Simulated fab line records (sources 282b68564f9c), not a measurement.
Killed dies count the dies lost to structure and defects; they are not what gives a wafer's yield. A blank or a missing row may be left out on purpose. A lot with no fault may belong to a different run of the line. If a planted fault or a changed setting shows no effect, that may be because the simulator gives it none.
Split-lot study	flow rit-cmos	23 wafers read from 5 lots, route of 202 steps

== THE SPLIT ITSELF ==
At RIT_M1_SPUTTER_00 (material Al, target thk 400 nm, time 500 s), the setting chamber-pressure-pa was moved away from the recipe's 0.4 Pa on 15 of the 23 wafers read, by +6.7% to +14.7%. All remaining wafers had this setting at the recipe value.

The reading comes from the split's own step.

== THE READING ==
Al_of_M1_SPUTTER_00.thk-nm (the simulator's own value, which no gauge read), in nm, at RIT_M1_SPUTTER_00 (material Al, target thk 400 nm, time 500 s). The file gives no usual value for it. Here, 8 wafers ran the recipe; their average is 404.8 nm with a standard deviation of 3.8 nm.

wafer	tool, chamber at the split	chamber-pressure-pa as run, Pa	against the recipe	Al_of_M1_SPUTTER_00.thk-nm, nm	against lot-mates on the recipe
L077.4	pvd-sputter-01, -	0.4	recipe	407.5	-
L077.5	pvd-sputter-01, -	0.4	recipe	407.8	-
L077.6	pvd-sputter-01, -	0.4	recipe	408.2	-
L082.1	pvd-sputter-02, -	0.4	recipe	402.8	-
L082.2	pvd-sputter-02, -	0.4	recipe	400	-
L082.3	pvd-sputter-02, -	0.4	recipe	404.9	-
L082.4	pvd-sputter-02, -	0.4	recipe	398.2	-
L082.6	pvd-sputter-02, -	0.4	recipe	409.2	-
L083.2	pvd-sputter-04, -	0.4269	+6.7%	392	no lot-mate on the recipe
L083.3	pvd-sputter-04, -	0.4269	+6.7%	394.2	no lot-mate on the recipe
L083.4	pvd-sputter-04, -	0.4269	+6.7%	393	no lot-mate on the recipe
L083.5	pvd-sputter-04, -	0.4269	+6.7%	393.4	no lot-mate on the recipe
L083.6	pvd-sputter-04, -	0.4269	+6.7%	393.7	no lot-mate on the recipe
L084.1	pvd-sputter-02, -	0.4358	+8.9%	392.8	no lot-mate on the recipe
L084.2	pvd-sputter-02, -	0.4358	+8.9%	389.6	no lot-mate on the recipe
L084.5	pvd-sputter-02, -	0.4358	+8.9%	389.6	no lot-mate on the recipe
L084.3	pvd-sputter-02, -	0.4358	+8.9%	387.4	no lot-mate on the recipe
L084.6	pvd-sputter-02, -	0.4358	+8.9%	393.2	no lot-mate on the recipe
L085.1	pvd-sputter-04, -	0.459	+14.7%	389.4	no lot-mate on the recipe
L085.3	pvd-sputter-04, -	0.459	+14.7%	383.1	no lot-mate on the recipe
L085.4	pvd-sputter-04, -	0.459	+14.7%	384.6	no lot-mate on the recipe
L085.5	pvd-sputter-04, -	0.459	+14.7%	383.4	no lot-mate on the recipe
L085.6	pvd-sputter-04, -	0.459	+14.7%	391	no lot-mate on the recipe

THE FIT
A straight line over all 23 wafers: Al_of_M1_SPUTTER_00.thk-nm changes by -1.31 nm for each +1% of chamber-pressure-pa; r = -0.91; the points scatter about the line by 3.4 nm.
Too few moved wafers with a lot-mate on the recipe to fit a line net of each lot's own level.

== FILE'S OWN FIT ==
Al_of_M1_SPUTTER_00.thk-nm changes by -1.31 nm for each +1% of chamber-pressure-pa, r = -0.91.
